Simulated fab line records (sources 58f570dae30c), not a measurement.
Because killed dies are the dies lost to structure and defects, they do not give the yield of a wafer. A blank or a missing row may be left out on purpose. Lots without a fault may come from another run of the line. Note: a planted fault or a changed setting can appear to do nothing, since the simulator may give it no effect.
The tool behind it: which one? | flow berkeley-cmos170 | 7 lots with 21 wafers sampled at 4 steps, on a route of 331 steps

WHAT EACH GAUGE READ, for each wafer
UCB170_M3_CD_MEAS_90 targets a cd of 700 nm.
lot  | measured     | on        | cd-nm (nm)
L112 | day 8 02:58  | cd-sem-01 | 701 698 703
L113 | day 8 11:30  | cd-sem-02 | 708 704 707
L118 | day 9 14:07  | cd-sem-02 | 705 706 696
L115 | day 9 15:17  | cd-sem-01 | - - -
L127 | day 11 08:01 | cd-sem-01 | 702 697 698
L129 | day 12 01:53 | cd-sem-01 | 700 700 701
L133 | day 13 00:31 | cd-sem-01 | 703 701 705

WHICH TOOL RAN EACH LOT (tool, then ch and the chambers of the sampled wafers, then the start)
lot  | UCB170_CONTACT_STRIP_19              | UCB170_M3_ETCH_17                  | UCB170_M3_METAL_ETCH_18
L112 | plasma-asher-02 ch 0,1, day 7 08:22  | rie-diel-02 ch 1,2,3, day 8 02:37  | rie-metal-02 ch 0,1, day 8 02:39
L113 | plasma-asher-01 ch 0,1, day 7 14:18  | rie-diel-02 ch 0,1,3, day 8 10:59  | rie-metal-04 ch 0, day 8 11:02
L118 | plasma-asher-02 ch 0,1, day 8 18:11  | rie-diel-02 ch 0,1, day 9 13:47    | rie-metal-02 ch 0,1, day 9 13:50
L115 | plasma-asher-03 ch 0,1, day 8 18:56  | rie-diel-04 ch 0,3, day 9 14:57    | rie-metal-02 ch 0,1, day 9 14:59
L127 | plasma-asher-03 ch 1, day 10 11:43   | rie-diel-01 ch 1,3, day 11 07:36   | rie-metal-02 ch 0,1, day 11 07:38
L129 | plasma-asher-01 ch 0,1, day 11 04:16 | rie-diel-01 ch 0,3, day 12 01:32   | rie-metal-03 ch 0,1, day 12 01:34
L133 | plasma-asher-01 ch 0,1, day 12 05:38 | rie-diel-04 ch 1,2,3, day 12 23:59 | rie-metal-04 ch 0, day 13 00:02
- UCB170_CONTACT_STRIP_19: strips in O2.
- UCB170_M3_ETCH_17: etches BARC in N2/H2.
- UCB170_M3_METAL_ETCH_18: etches Al in Cl2/BCl3, stops on SiO2, target depth 1170 nm, time 195 s.

THE ANSWER, worked out from the rows above alone
Rule: the lots themselves supply what counts as usual. The widest of any qualifying gaps counts: lots, ordered by their means at a reading, are off when they make up no more than a third of the lots, leave a main group of 4 or more, and stand apart from it by 3 or more times the standard deviation of that group's means. A main group whose means are all the same, to the digits that the tables above print for the reading, isn't used. Also off: a lot with no number at a reading for which 4 or more lots have one. Where the step has rows for the other lots, those lots are counted as sound.
Off: L115 (UCB170_M3_CD_MEAS_90, cd-nm). Without a number there: L115. Mean 702 nm and standard deviation 2.4 in the main group.
A tool fits if, at a process step before that reading, it ran every lot that is off, and no sound lot after the first of them. Gauges at UCB170_M3_CD_MEAS_90: tried the same way as those tools. No candidate that was tried fits.

WHAT WAS PUT IN BY THE SIMULATOR
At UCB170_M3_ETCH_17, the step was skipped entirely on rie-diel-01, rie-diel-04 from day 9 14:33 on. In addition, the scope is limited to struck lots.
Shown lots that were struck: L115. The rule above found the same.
